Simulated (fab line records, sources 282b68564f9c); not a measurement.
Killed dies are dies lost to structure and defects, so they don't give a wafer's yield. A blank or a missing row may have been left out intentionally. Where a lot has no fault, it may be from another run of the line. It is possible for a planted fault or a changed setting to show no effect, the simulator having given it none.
Struck lot and sound lot, side by side | flow ritCmos | 20 out of 202 route steps
Sound: the wafers L565.1, L565.4, L565.5. Wafers struck: L558.1, L558.2, L558.4. At the end, the cause is stated.
Order at every step that has rows: each side's tool, ch and its chambers, its first start. Under that, the readings that differ: sound wafers | struck wafers | difference of the means | sigmas: that difference in standard deviations of wafers without a fault.
alike: words and numbers the same on both sides, and readings whose means are apart by under 2 such deviations; not compared: readings that were withheld, readings missing a value for some wafer, numbers with overlapping values and no deviation given by the record, and bounds like >300 which may hide the same value.
Wherever a step has rows on one side only, a row that says differs or no value, or a row with sigmas, the two part there. Numbers that don't overlap but have no deviation are shown without sigmas and don't part them. Lack of a reading on every wafer of one side parts them only where that side has two or more wafers.

first, 6 steps without rows for these wafers: RIT_NWELL_HMDS_00 (prime time 60 s); RIT_NWELL_COAT_01 (resist thk 1300 nm); RIT_NWELL_SOFTBAKE_02 (time 60 s); RIT_NWELL_EXPOSE_03 (exposes mask M2, target cd 43900 nm); RIT_NWELL_PEB_04; RIT_NWELL_DEVELOP_05 (develop time 68 s).
RIT_NWELL_OVL_MEAS_06:
  sound: overlay-01 at day 4 15:52; struck: overlay-01 at day 3 04:36
  alike: NWELL_OVL
then, 2 steps without rows for these wafers: RIT_NWELL_HARDBAKE_07 (time 120 s); RIT_NWELL_IMPLANT_08.
RIT_NWELL_STRIP_09: strips in O2, time 180 s.
  sound on plasmaAsher-02 ch 0,1, day 4 16:17; struck on plasmaAsher-02 ch 0,1, day 3 05:02
  alike: drypumpMotorCurrentA
  not compared: rfHoursCounterH
RIT_NWELL_TW_MEAS_10:
  sound: filmMetro-04 at day 4 16:28; struck: filmMetro-04 at day 3 05:13
  alike: NWELL_TW
then, 1 step without rows for these wafers: RIT_PWELL_HMDS_00 (prime time 60 s).
RIT_PWELL_COAT_01: resist thk 1300 nm.
  sound on lithoTrack-03 ch 0, day 4 16:41; struck on lithoTrack-04, day 3 05:31
  no value came back on the struck wafers for chillPlateTempC (C), dispensePressureKPa (kPa); on the sound wafers chillPlateTempC (C) reads 22.98 22.95 22.87
then, 4 steps without rows for these wafers: RIT_PWELL_SOFTBAKE_02 (time 60 s); RIT_PWELL_EXPOSE_03 (exposes mask M3, target cd 43700 nm); RIT_PWELL_PEB_04; RIT_PWELL_DEVELOP_05 (develop time 68 s).
RIT_PWELL_OVL_MEAS_06:
  sound: overlay-01 at day 4 17:25; struck: overlay-01 at day 3 06:22
reading        | sound       | struck | difference                    | sigmas
PWELL_OVL (nm) | 1.5 1.7 1.7 | - - -  | no value on the struck wafers | 
then, 1 step without rows for these wafers: RIT_PWELL_HARDBAKE_07 (time 120 s).
RIT_M1_PROBE_99:
  record: rows for the struck wafers here (prober-01, day 4 22:22), none for the sound ones

## WHERE THEY PART
Last at RIT_M1_PROBE_99 as far as this record goes, first at RIT_PWELL_COAT_01.

WHY: what had been put in by the simulator
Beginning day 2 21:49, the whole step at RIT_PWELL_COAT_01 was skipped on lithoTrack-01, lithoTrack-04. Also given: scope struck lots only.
